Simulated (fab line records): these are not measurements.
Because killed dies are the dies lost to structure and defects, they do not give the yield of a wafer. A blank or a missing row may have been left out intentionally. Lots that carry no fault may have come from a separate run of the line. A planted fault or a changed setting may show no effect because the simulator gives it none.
What tool caused it? / flow berkeleyCmos170 / 45 wafers from 15 lots sampled at 4 of the route's 331 steps

## WHAT THE GAUGES SHOWED, per wafer
UCB170_ACTIVE_CD_MEAS_90: the cd target is 1200 nm. Usual: cdNm 1200.1 nm, standard deviation 1.4.
lot=L283; measured=day 5 04:13; on=cdSem-02; cdNm (nm)=1200.4 1199.5 1200.9; flag=
lot=L282; measured=day 5 04:35; on=cdSem-02; cdNm (nm)=1199.8 1200.4 1200.2; flag=
lot=L284; measured=day 5 12:39; on=cdSem-02; cdNm (nm)=1200.3 1198.4 1199.9; flag=
lot=L286; measured=day 5 20:52; on=cdSem-02; cdNm (nm)=1202.5 1201.6 1203.3; flag=
lot=L287; measured=day 6 05:10; on=cdSem-01; cdNm (nm)=1201.3 1203.0 1201.9; flag=
lot=L288; measured=day 6 04:54; on=cdSem-02; cdNm (nm)=1199.1 1198.9 1200.5; flag=
lot=L290; measured=day 6 14:37; on=cdSem-02; cdNm (nm)=1196.9 1198.6 1198.3; flag=
lot=L291; measured=day 7 09:36; on=cdSem-02; cdNm (nm)=1200.8 1201.4 1200.4; flag=
lot=L294; measured=day 7 19:52; on=cdSem-01; cdNm (nm)=1198.2 1198.3 1199.4; flag=
lot=L297; measured=day 8 02:56; on=cdSem-02; cdNm (nm)=1199.9 1201.5 1199.8; flag=
lot=L300; measured=day 8 19:11; on=cdSem-02; cdNm (nm)=1201.0 1200.4 1200.9; flag=
lot=L299; measured=day 8 19:18; on=cdSem-01; cdNm (nm)=1199.1 1199.6 1199.0; flag=
lot=L302; measured=day 9 05:50; on=cdSem-02; cdNm (nm)=1202.6 1203.6 1203.3; flag=
lot=L303; measured=day 9 05:50; on=cdSem-01; cdNm (nm)=1199.0 1200.0 1200.2; flag=
lot=L304; measured=day 10 04:53; on=cdSem-01; cdNm (nm)=1200.7 1201.4 1202.0; flag=

UCB170_NSD_CD_MEAS_06: the cd target is 1200 nm. Usual: cdNm 1200.3 nm, standard deviation 1.3.
lot=L283; measured=day 8 12:17; on=cdSem-01; cdNm (nm)=1200.7 1200.0 1200.8; flag=
lot=L282; measured=day 8 11:51; on=cdSem-01; cdNm (nm)=1201.6 1201.6 1202.3; flag=
lot=L284; measured=day 8 12:07; on=cdSem-02; cdNm (nm)=1199.4 1198.1 1199.8; flag=
lot=L286; measured=day 9 03:07; on=cdSem-01; cdNm (nm)=1199.7 1200.5 1200.6; flag=
lot=L287; measured=day 9 12:08; on=cdSem-01; cdNm (nm)=1201.2 1200.2 1200.4; flag=
lot=L288; measured=day 9 12:26; on=cdSem-02; cdNm (nm)=1199.6 1200.7 1201.4; flag=
lot=L290; measured=day 9 18:31; on=cdSem-01; cdNm (nm)=1199.9 1199.8 1200.8; flag=
lot=L291; measured=day 10 08:52; on=cdSem-01; cdNm (nm)=1200.2 1199.6 1200.3; flag=
lot=L294; measured=day 10 18:42; on=cdSem-02; cdNm (nm)=1201.0 1202.8 1202.0; flag=
lot=L297; measured=day 10 18:56; on=cdSem-01; cdNm (nm)=1201.6 1201.2 1201.5; flag=
lot=L300; measured=day 11 19:59; on=cdSem-02; cdNm (nm)=1200.6 1200.3 1201.9; flag=
lot=L299; measured=day 11 19:54; on=cdSem-01; cdNm (nm)=1198.9 1200.5 1199.8; flag=
lot=L302; measured=day 12 02:48; on=cdSem-01; cdNm (nm)=1200.9 1199.9 1200.0; flag=
lot=L303; measured=day 12 03:05; on=cdSem-02; cdNm (nm)=1199.8 1199.5 1199.3; flag=
lot=L304; measured=day 13 00:10; on=cdSem-01; cdNm (nm)=1199.4 1199.4 1201.4; flag=

## WHICH TOOL RAN EACH LOT (tool, then ch and the chambers of the sampled wafers, then the start)
lot=L283; UCB170_PWELL_STRIP_16=plasmaAsher-02 ch 0,1, day 3 19:01; UCB170_PLDD_PEB_04=lithoTrack-04 ch 0, day 7 17:17
lot=L282; UCB170_PWELL_STRIP_16=plasmaAsher-01 ch 0,1, day 3 19:07; UCB170_PLDD_PEB_04=lithoTrack-01 ch 0, day 7 17:04
lot=L284; UCB170_PWELL_STRIP_16=plasmaAsher-02 ch 0,1, day 4 03:17; UCB170_PLDD_PEB_04=lithoTrack-04 ch 0, day 8 00:17
lot=L286; UCB170_PWELL_STRIP_16=plasmaAsher-02 ch 0,1, day 4 09:28; UCB170_PLDD_PEB_04=lithoTrack-02 ch 0, day 8 13:31
lot=L287; UCB170_PWELL_STRIP_16=plasmaAsher-02 ch 0,1, day 4 16:07; UCB170_PLDD_PEB_04=lithoTrack-01 ch 0, day 8 23:07
lot=L288; UCB170_PWELL_STRIP_16=plasmaAsher-03 ch 0,1, day 4 16:13; UCB170_PLDD_PEB_04=lithoTrack-04 ch 0, day 8 23:08
lot=L290; UCB170_PWELL_STRIP_16=plasmaAsher-01 ch 0,1, day 5 04:30; UCB170_PLDD_PEB_04=lithoTrack-01 ch 0, day 9 05:19
lot=L291; UCB170_PWELL_STRIP_16=plasmaAsher-02 ch 0,1, day 5 19:43; UCB170_PLDD_PEB_04=lithoTrack-04 ch 0, day 9 16:02
lot=L294; UCB170_PWELL_STRIP_16=plasmaAsher-02 ch 0,1, day 6 05:22; UCB170_PLDD_PEB_04=lithoTrack-04, day 10 06:26
lot=L297; UCB170_PWELL_STRIP_16=plasmaAsher-01 ch 0,1, day 6 19:26; UCB170_PLDD_PEB_04=lithoTrack-01, day 10 06:41
lot=L300; UCB170_PWELL_STRIP_16=plasmaAsher-03 ch 0,1, day 7 10:31; UCB170_PLDD_PEB_04=lithoTrack-01, day 11 04:58
lot=L299; UCB170_PWELL_STRIP_16=plasmaAsher-02 ch 0,1, day 7 10:47; UCB170_PLDD_PEB_04=lithoTrack-04 ch 0, day 11 05:35
lot=L302; UCB170_PWELL_STRIP_16=plasmaAsher-03 ch 0,1, day 7 17:18; UCB170_PLDD_PEB_04=lithoTrack-04 ch 0, day 11 15:34
lot=L303; UCB170_PWELL_STRIP_16=plasmaAsher-03 ch 0,1, day 7 21:29; UCB170_PLDD_PEB_04=lithoTrack-04 ch 0, day 11 16:01
lot=L304; UCB170_PWELL_STRIP_16=plasmaAsher-01 ch 0,1, day 8 14:14; UCB170_PLDD_PEB_04=lithoTrack-04 ch 0, day 12 10:45
- UCB170_PWELL_STRIP_16: strips in O2.
- UCB170_PLDD_PEB_04

## AS READ BY THE TOOLS THEMSELVES (means over the sampled wafers that have a number; for cases with no such wafer, the mark the record gives instead)
UCB170_PWELL_STRIP_16. Usual: drypumpMotorCurrentA 5.8 A, standard deviation 0.5; oesProductAu 0.721 a.u., standard deviation 0.0049; stripTimeToEndpointS 18.08 s, standard deviation 0.062.
lot=L283; tool=plasmaAsher-02; drypumpMotorCurrentA (A)=5.8; oesProductAu (a.u.)=0.726; stripTimeToEndpointS (s)=18.18; flag=
lot=L282; tool=plasmaAsher-01; drypumpMotorCurrentA (A)=6.2; oesProductAu (a.u.)=0.718; stripTimeToEndpointS (s)=18.18; flag=
lot=L284; tool=plasmaAsher-02; drypumpMotorCurrentA (A)=5.5; oesProductAu (a.u.)=0.716; stripTimeToEndpointS (s)=18.05; flag=
lot=L286; tool=plasmaAsher-02; drypumpMotorCurrentA (A)=5.5; oesProductAu (a.u.)=0.724; stripTimeToEndpointS (s)=18.08; flag=
lot=L287; tool=plasmaAsher-02; drypumpMotorCurrentA (A)=5.5; oesProductAu (a.u.)=0.728; stripTimeToEndpointS (s)=18.03; flag=
lot=L288; tool=plasmaAsher-03; drypumpMotorCurrentA (A)=5.6; oesProductAu (a.u.)=0.720; stripTimeToEndpointS (s)=18.11; flag=
lot=L290; tool=plasmaAsher-01; drypumpMotorCurrentA (A)=6.2; oesProductAu (a.u.)=0.717; stripTimeToEndpointS (s)=18.11; flag=
lot=L291; tool=plasmaAsher-02; drypumpMotorCurrentA (A)=5.4; oesProductAu (a.u.)=0.722; stripTimeToEndpointS (s)=18.06; flag=
lot=L294; tool=plasmaAsher-02; drypumpMotorCurrentA (A)=5.5; oesProductAu (a.u.)=0.727; stripTimeToEndpointS (s)=18.10; flag=
lot=L297; tool=plasmaAsher-01; drypumpMotorCurrentA (A)=6.4; oesProductAu (a.u.)=0.721; stripTimeToEndpointS (s)=18.02; flag=
lot=L300; tool=plasmaAsher-03; drypumpMotorCurrentA (A)=5.6; oesProductAu (a.u.)=0.716; stripTimeToEndpointS (s)=18.05; flag=
lot=L299; tool=plasmaAsher-02; drypumpMotorCurrentA (A)=5.5; oesProductAu (a.u.)=0.719; stripTimeToEndpointS (s)=18.11; flag=
lot=L302; tool=plasmaAsher-03; drypumpMotorCurrentA (A)=5.6; oesProductAu (a.u.)=0.722; stripTimeToEndpointS (s)=18.06; flag=
lot=L303; tool=plasmaAsher-03; drypumpMotorCurrentA (A)=5.6; oesProductAu (a.u.)=0.723; stripTimeToEndpointS (s)=18.14; flag=
lot=L304; tool=plasmaAsher-01; drypumpMotorCurrentA (A)=6.2; oesProductAu (a.u.)=0.725; stripTimeToEndpointS (s)=18.08; flag=

UCB170_PLDD_PEB_04. Usual: chillPlateTempC 23.00 C, standard deviation 0.091; exhaustPa 45.0 Pa, standard deviation 0.87; heaterPowerTotalW 56.80 W, standard deviation 0.048.
lot=L283; tool=lithoTrack-04; chillPlateTempC (C)=23.01; exhaustPa (Pa)=45.7; heaterPowerTotalW (W)=56.84; flag=
lot=L282; tool=lithoTrack-01; chillPlateTempC (C)=22.96; exhaustPa (Pa)=45.4; heaterPowerTotalW (W)=56.76; flag=
lot=L284; tool=lithoTrack-04; chillPlateTempC (C)=23.08; exhaustPa (Pa)=45.9; heaterPowerTotalW (W)=56.82; flag=
lot=L286; tool=lithoTrack-02; chillPlateTempC (C)=22.97; exhaustPa (Pa)=45.7; heaterPowerTotalW (W)=56.78; flag=
lot=L287; tool=lithoTrack-01; chillPlateTempC (C)=22.98; exhaustPa (Pa)=45.4; heaterPowerTotalW (W)=56.80; flag=
lot=L288; tool=lithoTrack-04; chillPlateTempC (C)=22.99; exhaustPa (Pa)=44.4; heaterPowerTotalW (W)=56.82; flag=
lot=L290; tool=lithoTrack-01; chillPlateTempC (C)=23.05; exhaustPa (Pa)=46.0; heaterPowerTotalW (W)=56.81; flag=
lot=L291; tool=lithoTrack-04; chillPlateTempC (C)=22.99; exhaustPa (Pa)=43.8; heaterPowerTotalW (W)=56.76; flag=
lot=L294; tool=lithoTrack-04; chillPlateTempC (C)=-; exhaustPa (Pa)=-; heaterPowerTotalW (W)=-; flag=OFF
lot=L297; tool=lithoTrack-01; chillPlateTempC (C)=-; exhaustPa (Pa)=-; heaterPowerTotalW (W)=-; flag=OFF
lot=L300; tool=lithoTrack-01; chillPlateTempC (C)=-; exhaustPa (Pa)=-; heaterPowerTotalW (W)=-; flag=OFF
lot=L299; tool=lithoTrack-04; chillPlateTempC (C)=22.89; exhaustPa (Pa)=45.0; heaterPowerTotalW (W)=56.77; flag=
lot=L302; tool=lithoTrack-04; chillPlateTempC (C)=23.07; exhaustPa (Pa)=44.0; heaterPowerTotalW (W)=56.81; flag=
lot=L303; tool=lithoTrack-04; chillPlateTempC (C)=23.08; exhaustPa (Pa)=45.2; heaterPowerTotalW (W)=56.83; flag=
lot=L304; tool=lithoTrack-04; chillPlateTempC (C)=22.89; exhaustPa (Pa)=45.3; heaterPowerTotalW (W)=56.78; flag=

## THE ANSWER, worked out from the rows above alone
Rule: a lot is off if the mean of its wafers that have a number lies more than 3 standard deviations from the usual mean. Also off: a lot with no number at a reading for which 4 or more lots have one. Any other lot the step has rows for is counted as sound. After the gauges, taken in route order, come the tools' own readings; for these a lot's mean is taken, as printed above. At the first step where some lot is off, the reading lying furthest off is the one used; lots without a number count as furthest.
Off: L294, L297, L300 (UCB170_PLDD_PEB_04, chillPlateTempC). Without a number there: L294, L297, L300.
If a tool, at that step or one of the process steps before it, ran each lot that is off and ran no sound lot following the first of them, it fits. Not one of the candidates tried fits.

## WHAT THE SIMULATOR PUT IN
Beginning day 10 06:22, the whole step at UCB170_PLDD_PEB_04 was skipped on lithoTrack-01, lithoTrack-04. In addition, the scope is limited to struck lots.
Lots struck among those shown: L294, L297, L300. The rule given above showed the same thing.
